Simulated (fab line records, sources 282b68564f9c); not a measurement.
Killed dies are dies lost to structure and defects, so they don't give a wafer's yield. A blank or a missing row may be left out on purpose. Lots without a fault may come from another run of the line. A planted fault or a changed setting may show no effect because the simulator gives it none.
One fault seen from 2 desks | flow rit_cmos | each desk has only its own numbers; what lay behind them comes last

THE METROLOGY DESK
What the gauges read, lot by lot, whatever tool the lot ran on: means of the sampled wafers that have a number. A lot is out of limits, marked OUT, if its mean lies more than 4 standard deviations from the usual mean; the brackets give that distance.
Columns: A = M1_AL_RS at RIT_M1_RS_MEAS_01, usual 0.0736 ohm/sq; B = M1_AL_THK at RIT_M1_THK_MEAS_02, usual 401 nm
lot  | first seen here | A      | B
L319 | day 3 06:26     | 0.0741 | 396
L320 | day 3 10:53     | 0.0741 | 401
L321 | day 3 14:19     | 0.0735 | 399
L322 | day 3 20:49     | 0.0736 | 399
L323 | day 4 02:08     | 0.0723 | 410
L328 | day 5 05:25     | 0.0715 | 411
L330 | day 5 13:04     | 0.0716 | 416
L335 | day 6 16:08     | 0.0745 | 394
L336 | day 6 21:34     | 0.0741 | 400
L337 | day 7 00:34     | 0.0729 | 406
L338 | day 7 05:10     | 0.0735 | 403
L339 | day 7 08:16     | 0.0733 | 402
L341 | day 7 20:17     | 0.0733 | 405
L342 | day 8 01:01     | 0.0743 | 400
This desk's finding: nothing out of limits on any of the 14 lots.

THE TOOL OWNER'S DESK: pvd_sputter-02
The tool's own readings at RIT_M1_SPUTTER_00 (material Al, target thk 400 nm, time 500 s): means of the sampled wafers that have a number, for each lot that ran on this tool. A lot is out of limits, marked OUT, if its mean lies more than 4 standard deviations from the usual mean; the brackets give that distance.
Columns: A = throttle_valve_pct at RIT_M1_SPUTTER_00, usual 29.9 %
lot  | first seen here | A
L320 | day 3 10:36     | 29.7
L322 | day 3 20:31     | 29.7
L328 | day 5 05:05     | 29.7
L330 | day 5 12:46     | 29.4
L342 | day 8 00:43     | 29.6
This desk's finding: nothing out of limits on any of the 5 lots.

PUT TOGETHER
The metrology desk saw nothing out of limits.
The tool owner's desk saw nothing out of limits.

WHAT THE SIMULATOR HAD PUT IN
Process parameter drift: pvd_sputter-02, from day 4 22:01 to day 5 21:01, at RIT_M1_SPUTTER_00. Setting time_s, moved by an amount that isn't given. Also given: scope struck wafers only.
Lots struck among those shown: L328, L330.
